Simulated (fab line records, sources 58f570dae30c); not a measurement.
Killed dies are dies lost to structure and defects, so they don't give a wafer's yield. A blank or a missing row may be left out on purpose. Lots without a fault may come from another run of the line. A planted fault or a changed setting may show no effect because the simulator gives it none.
Which tool did it? | flow berkeley_cmos170 | 11 lots, 33 wafers sampled, at 1 step of a route of 331

WHAT THE GAUGES READ, wafer by wafer
UCB170_PVT_OVL_MEAS_06.
lot  | measured    | on         | PVT_OVL (nm)
L907 | day 6 06:05 | overlay-01 | -5 6 -3
L906 | day 6 06:29 | overlay-01 | 0 4 -2
L910 | day 6 17:07 | overlay-01 | 2 -6 -4
L913 | day 7 03:19 | overlay-02 | 5 4 0
L911 | day 7 03:32 | overlay-01 | 2 -5 0
L912 | day 7 03:34 | overlay-02 | -4 1 0
L914 | day 7 20:24 | overlay-02 | 1 1 3
L915 | day 8 05:11 | overlay-01 | -7 -3 1
L925 | day 9 15:32 | overlay-01 | -5 -2 -5
L928 | day 9 21:41 | overlay-02 | -4 -2 -8
L927 | day 9 21:58 | overlay-02 | -5 3 -1

WHICH TOOL RAN EACH LOT (tool, then ch and the chambers of the sampled wafers, then the start)
The record holds no process step before these readings.

THE ANSWER, worked out from the rows above alone
Rule: what is usual is taken from the lots themselves. Put in order of their means at a reading, lots are off if they are a third of the lots or fewer, leave a main group of 4 or more, and stand apart from it by a gap of 3 or more times the standard deviation of the main group's means; of several such gaps the widest counts. A main group whose means are all the same, to the digits that the tables above print for the reading, isn't used. A lot without any number at a reading at which 4 lots or more have one is off too. The other lots that the step has rows for count as sound.
No lot is off at any reading shown: from this, nothing can be told.

WHAT THE SIMULATOR HAD PUT IN
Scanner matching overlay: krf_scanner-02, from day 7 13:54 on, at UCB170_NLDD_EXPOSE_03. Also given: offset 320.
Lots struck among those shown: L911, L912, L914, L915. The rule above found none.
